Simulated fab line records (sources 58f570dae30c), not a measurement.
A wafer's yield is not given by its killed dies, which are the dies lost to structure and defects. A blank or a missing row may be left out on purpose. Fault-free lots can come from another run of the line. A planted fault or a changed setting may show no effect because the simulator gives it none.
Split-lot experiment / flow berkeleyCmos170 / 23 wafers read from 5 lots, route of 331 steps

THE SPLIT ITSELF
At UCB170_PWELL_CVD_05 (deposits Si3N4 from SiH2Cl2/NH3, target thk 220 nm, time 3300 s), the setting sih2cl2FlowSccm was moved away from the recipe's 25 sccm on 20 of the 23 wafers read, by -5.7% to +13.0%. This setting was run at the recipe's value on the other wafers.

The reading is taken at the split's own step.

THE READING
Si3N4_of_PWELL_CVD_05.thkNm (the simulator's own value, which no gauge read), in nm, at UCB170_PWELL_CVD_05 (deposits Si3N4 from SiH2Cl2/NH3, target thk 220 nm, time 3300 s). The file does not state a usual value for it. The 3 wafers here that ran the recipe average 218.3 nm, standard deviation 1.3 nm.

wafer=L074.3; tool, chamber at the split=lpcvd-02, 1; sih2cl2FlowSccm as run, sccm=25; against the recipe=recipe; Si3N4_of_PWELL_CVD_05.thkNm, nm=216.4; against lot-mates on the recipe=-
wafer=L074.4; tool, chamber at the split=lpcvd-02, 1; sih2cl2FlowSccm as run, sccm=25; against the recipe=recipe; Si3N4_of_PWELL_CVD_05.thkNm, nm=219.5; against lot-mates on the recipe=-
wafer=L074.5; tool, chamber at the split=lpcvd-02, 1; sih2cl2FlowSccm as run, sccm=25; against the recipe=recipe; Si3N4_of_PWELL_CVD_05.thkNm, nm=218.9; against lot-mates on the recipe=-
wafer=L077.2; tool, chamber at the split=-, -; sih2cl2FlowSccm as run, sccm=28.25; against the recipe=+13.0%; Si3N4_of_PWELL_CVD_05.thkNm, nm=226.7; against lot-mates on the recipe=no lot-mate on the recipe
wafer=L077.3; tool, chamber at the split=-, -; sih2cl2FlowSccm as run, sccm=28.25; against the recipe=+13.0%; Si3N4_of_PWELL_CVD_05.thkNm, nm=224.8; against lot-mates on the recipe=no lot-mate on the recipe
wafer=L077.4; tool, chamber at the split=-, -; sih2cl2FlowSccm as run, sccm=28.25; against the recipe=+13.0%; Si3N4_of_PWELL_CVD_05.thkNm, nm=226; against lot-mates on the recipe=no lot-mate on the recipe
wafer=L077.5; tool, chamber at the split=-, -; sih2cl2FlowSccm as run, sccm=28.25; against the recipe=+13.0%; Si3N4_of_PWELL_CVD_05.thkNm, nm=226.4; against lot-mates on the recipe=no lot-mate on the recipe
wafer=L077.6; tool, chamber at the split=-, -; sih2cl2FlowSccm as run, sccm=28.25; against the recipe=+13.0%; Si3N4_of_PWELL_CVD_05.thkNm, nm=228.1; against lot-mates on the recipe=no lot-mate on the recipe
wafer=L081.1; tool, chamber at the split=-, -; sih2cl2FlowSccm as run, sccm=27.71; against the recipe=+10.8%; Si3N4_of_PWELL_CVD_05.thkNm, nm=225.3; against lot-mates on the recipe=no lot-mate on the recipe
wafer=L081.2; tool, chamber at the split=-, -; sih2cl2FlowSccm as run, sccm=27.71; against the recipe=+10.8%; Si3N4_of_PWELL_CVD_05.thkNm, nm=227.4; against lot-mates on the recipe=no lot-mate on the recipe
wafer=L081.3; tool, chamber at the split=-, -; sih2cl2FlowSccm as run, sccm=27.71; against the recipe=+10.8%; Si3N4_of_PWELL_CVD_05.thkNm, nm=225.5; against lot-mates on the recipe=no lot-mate on the recipe
wafer=L081.4; tool, chamber at the split=-, -; sih2cl2FlowSccm as run, sccm=27.71; against the recipe=+10.8%; Si3N4_of_PWELL_CVD_05.thkNm, nm=226.7; against lot-mates on the recipe=no lot-mate on the recipe
wafer=L081.6; tool, chamber at the split=-, -; sih2cl2FlowSccm as run, sccm=27.71; against the recipe=+10.8%; Si3N4_of_PWELL_CVD_05.thkNm, nm=226.2; against lot-mates on the recipe=no lot-mate on the recipe
wafer=L082.1; tool, chamber at the split=-, -; sih2cl2FlowSccm as run, sccm=23.57; against the recipe=-5.7%; Si3N4_of_PWELL_CVD_05.thkNm, nm=219.4; against lot-mates on the recipe=no lot-mate on the recipe
wafer=L082.2; tool, chamber at the split=-, -; sih2cl2FlowSccm as run, sccm=23.57; against the recipe=-5.7%; Si3N4_of_PWELL_CVD_05.thkNm, nm=219.1; against lot-mates on the recipe=no lot-mate on the recipe
wafer=L082.3; tool, chamber at the split=-, -; sih2cl2FlowSccm as run, sccm=23.57; against the recipe=-5.7%; Si3N4_of_PWELL_CVD_05.thkNm, nm=219.1; against lot-mates on the recipe=no lot-mate on the recipe
wafer=L082.4; tool, chamber at the split=-, -; sih2cl2FlowSccm as run, sccm=23.57; against the recipe=-5.7%; Si3N4_of_PWELL_CVD_05.thkNm, nm=221.4; against lot-mates on the recipe=no lot-mate on the recipe
wafer=L082.5; tool, chamber at the split=-, -; sih2cl2FlowSccm as run, sccm=23.57; against the recipe=-5.7%; Si3N4_of_PWELL_CVD_05.thkNm, nm=218; against lot-mates on the recipe=no lot-mate on the recipe
wafer=L085.1; tool, chamber at the split=-, -; sih2cl2FlowSccm as run, sccm=25.94; against the recipe=+3.8%; Si3N4_of_PWELL_CVD_05.thkNm, nm=225.2; against lot-mates on the recipe=no lot-mate on the recipe
wafer=L085.2; tool, chamber at the split=-, -; sih2cl2FlowSccm as run, sccm=25.94; against the recipe=+3.8%; Si3N4_of_PWELL_CVD_05.thkNm, nm=224.3; against lot-mates on the recipe=no lot-mate on the recipe
wafer=L085.3; tool, chamber at the split=-, -; sih2cl2FlowSccm as run, sccm=25.94; against the recipe=+3.8%; Si3N4_of_PWELL_CVD_05.thkNm, nm=223.6; against lot-mates on the recipe=no lot-mate on the recipe
wafer=L085.4; tool, chamber at the split=-, -; sih2cl2FlowSccm as run, sccm=25.94; against the recipe=+3.8%; Si3N4_of_PWELL_CVD_05.thkNm, nm=224.9; against lot-mates on the recipe=no lot-mate on the recipe
wafer=L085.6; tool, chamber at the split=-, -; sih2cl2FlowSccm as run, sccm=25.94; against the recipe=+3.8%; Si3N4_of_PWELL_CVD_05.thkNm, nm=222.6; against lot-mates on the recipe=no lot-mate on the recipe

FIT RESULTS
A straight line over all 23 wafers: Si3N4_of_PWELL_CVD_05.thkNm changes by +0.426 nm for each +1% of sih2cl2FlowSccm; r = +0.88; the points scatter about the line by 1.7 nm.
Too few moved wafers with a lot-mate on the recipe to fit a line net of each lot's own level.

THE FILE'S OWN FIT
Si3N4_of_PWELL_CVD_05.thkNm changes by +0.426 nm for each +1% of sih2cl2FlowSccm, r = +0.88.
